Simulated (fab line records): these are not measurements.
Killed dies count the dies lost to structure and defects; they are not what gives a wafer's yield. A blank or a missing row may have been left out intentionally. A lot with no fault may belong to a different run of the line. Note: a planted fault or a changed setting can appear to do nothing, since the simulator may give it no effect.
Which tool was responsible?	flow berkeley_cmos170	7 lots with 21 wafers sampled at 2 steps, on a route of 331 steps

WHAT THE GAUGES READ, wafer by wafer
UCB170_V2_THK_MEAS_04.
lot	measured	on	V2_POLISHED_THK (nm)
L526	day 8 23:47	film_metro-04	999.4 1002.0 1001.4
L529	day 9 22:16	film_metro-02	998.4 1001.7 1003.5
L531	day 10 17:05	film_metro-02	997.9 998.6 998.9
L534	day 11 12:42	film_metro-03	999.3 1000.1 997.9
L535	day 12 06:47	film_metro-04	998.7 997.9 1000.4
L539	day 13 01:50	film_metro-03	1075.4 1075.0 1075.1 1076.0 1076.2 1075.8
L548	day 14 04:02	film_metro-03	1001.2 1000.7 999.5

WHAT TOOL EACH LOT RAN ON (gives the tool, then ch and the chambers of the sampled wafers, and finally the start)
lot	UCB170_V2_CMP_02
L526	cmp-02 ch 0,2,3, day 8 23:22
L529	cmp-01 ch 0,2,3, day 9 21:56
L531	cmp-02 ch 1,2,3, day 10 16:43
L534	cmp-02 ch 1,2, day 11 12:16
L535	cmp-01 ch 1,2, day 12 06:22
L539	cmp-02 ch 0,1,2, day 12 22:49
L548	cmp-01 ch 1,2,3, day 14 03:40
- UCB170_V2_CMP_02: polishes SiO2.

THE ANSWER, worked out from the rows above alone
Rule: what is usual is taken from the lots themselves. The widest of any qualifying gaps counts: lots, ordered by their means at a reading, are off when they make up no more than a third of the lots, leave a main group of 4 or more, and stand apart from it by 3 or more times the standard deviation of that group's means. A main group is skipped when, at the precision printed for the reading in the tables above, its means are all equal. Also off: a lot with no number at a reading for which 4 or more lots have one. Any other lot the step has rows for is counted as sound.
Off: L539, seen at UCB170_V2_THK_MEAS_04 (V2_POLISHED_THK). The main group has a mean of 999.9 nm with a standard deviation of 1.
If a tool, at a process step before that reading, ran all the lots that are off and no sound lot after the first of them, it fits. Gauges at UCB170_V2_THK_MEAS_04: tried the same way as those tools. One fits: cmp-02 at UCB170_V2_CMP_02. A fault onset in the window from L534 (day 11 12:16, its last sound lot) to L539 (day 12 22:49, its first lot off) fits.

WHAT THE SIMULATOR HAD INSERTED
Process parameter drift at UCB170_V2_CMP_02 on cmp-02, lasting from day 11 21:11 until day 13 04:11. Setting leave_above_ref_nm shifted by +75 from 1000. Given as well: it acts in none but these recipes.
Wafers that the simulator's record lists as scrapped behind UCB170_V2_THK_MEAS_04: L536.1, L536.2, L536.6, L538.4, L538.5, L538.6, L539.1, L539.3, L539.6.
Struck lots among those shown: L539. Same finding as the rule above.
